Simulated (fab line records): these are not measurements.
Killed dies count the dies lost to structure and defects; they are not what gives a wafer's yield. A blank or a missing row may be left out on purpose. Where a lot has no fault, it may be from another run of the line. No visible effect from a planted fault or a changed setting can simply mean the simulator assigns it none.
Tool commonality check    flow berkeley_cmos170    Sample size 14 lots and 42 wafers

THE REASON FOR OPENING IT
Of 14 lots, 2 have the reading NLDD_TW flagged at UCB170_NLDD_TW_MEAS_11. Fault-free wafers read 2216, with a standard deviation of 18.
Rule: a lot is flagged in two cases, either no wafer of it has a number, or all its wafers with numbers fall more than 4 standard deviations from that mean. All remaining lots are regarded as sound.

lot   measured      on             NLDD_TW, wafer by wafer  flag
L334  day 6 15:58   film_metro-04  2200 2192 2192           
L336  day 7 05:07   film_metro-01  2216 2230 2226           
L335  day 7 08:48   film_metro-01  2222 2216 2228           
L338  day 7 14:34   film_metro-04  2202 2195 2194           
L340  day 8 08:48   film_metro-01  2237 2232 2233           
L339  day 8 09:06   film_metro-04  2185 2186 2186           
L341  day 8 09:25   film_metro-04  2434 2430 2439           FLAGGED
L343  day 8 15:03   film_metro-01  2475 2476 2483           FLAGGED
L351  day 9 13:56   film_metro-01  2249 2254 2256           
L352  day 9 18:38   film_metro-02  2240 2222 2230           
L354  day 10 10:59  film_metro-02  2205 2217 2220           
L353  day 10 11:37  film_metro-04  2202 2204 2199           
L356  day 10 15:16  film_metro-02  2210 2206 2217           
L357  day 10 15:52  film_metro-02  2217 2205 2225           
Average over the flagged lots: 2456; offset from the usual +240, equal to +13 standard deviations.

LOT BY LOT: THE TOOL USED
The record holds 2 process steps before the reading, out of a route of 331 steps. Each cell gives the tool, then ch followed by the chambers the sampled wafers passed through, then the start.
lot   flag     UCB170_PVT_STRIP_08                   UCB170_NLDD_IMPLANT_09
L334           plasma_asher-04 ch 0,1, day 5 23:32   implanter-04 ch 0, day 6 15:37
L336           plasma_asher-01 ch 0,1, day 6 12:22   implanter-04 ch 0, day 7 04:52
L335           plasma_asher-04 ch 0,1, day 6 12:58   implanter-03 ch 0, day 7 08:33
L338           plasma_asher-01 ch 0,1, day 6 20:53   implanter-03 ch 0, day 7 14:19
L340           plasma_asher-01 ch 0,1, day 7 11:47   implanter-04 ch 0, day 8 08:33
L339           plasma_asher-04 ch 0,1, day 7 12:16   implanter-04 ch 0, day 8 08:51
L341  FLAGGED  plasma_asher-03 ch 0,1, day 7 12:01   implanter-02 ch 0, day 8 08:40
L343  FLAGGED  plasma_asher-01 ch 0,1, day 7 20:58   implanter-03 ch 0, day 8 14:29
L351           plasma_asher-01 ch 0,1, day 8 23:13   implanter-02 ch 0, day 9 13:43
L352           plasma_asher-03 ch 0,1, day 8 23:27   implanter-03 ch 0, day 9 18:23
L354           plasma_asher-04 ch 0,1, day 9 17:02   implanter-04 ch 0, day 10 10:44
L353           plasma_asher-03 ch 0,1, day 9 17:16   implanter-03 ch 0, day 10 11:22
L356           plasma_asher-03 ch 0,1, day 10 01:06  implanter-03 ch 0, day 10 15:03
L357           plasma_asher-04 ch 0,1, day 10 01:37  implanter-03 ch 0, day 10 15:38
These steps, and what they do:
- UCB170_PVT_STRIP_08: strips in O2.
- UCB170_NLDD_IMPLANT_09
- UCB170_NLDD_TW_MEAS_11

FLAGGED AGAINST TOTAL, ONE TOOL AT A TIME (gauges that did the reading follow at the end)
step                    tool             lots run  flagged  share of the flagged lots  sound lots run after its first flagged lot
UCB170_PVT_STRIP_08     plasma_asher-01  5         1        some                       1 (L351)
UCB170_PVT_STRIP_08     plasma_asher-03  4         1        some                       3 (L352,L353,L356)
UCB170_PVT_STRIP_08     plasma_asher-04  5         0        none                       -
UCB170_NLDD_IMPLANT_09  implanter-02     2         1        some                       1 (L351)
UCB170_NLDD_IMPLANT_09  implanter-03     7         1        some                       4 (L352,L353,L356,L357)
UCB170_NLDD_IMPLANT_09  implanter-04     5         0        none                       -
UCB170_NLDD_TW_MEAS_11  film_metro-01    5         1        some                       1 (L351)
UCB170_NLDD_TW_MEAS_11  film_metro-02    4         0        none                       -
UCB170_NLDD_TW_MEAS_11  film_metro-04    5         1        some                       1 (L353)

WHAT IS ALLOWED BY THE TABLE
No row of the table ran every flagged lot.

WHAT THE SIMULATOR PUT IN
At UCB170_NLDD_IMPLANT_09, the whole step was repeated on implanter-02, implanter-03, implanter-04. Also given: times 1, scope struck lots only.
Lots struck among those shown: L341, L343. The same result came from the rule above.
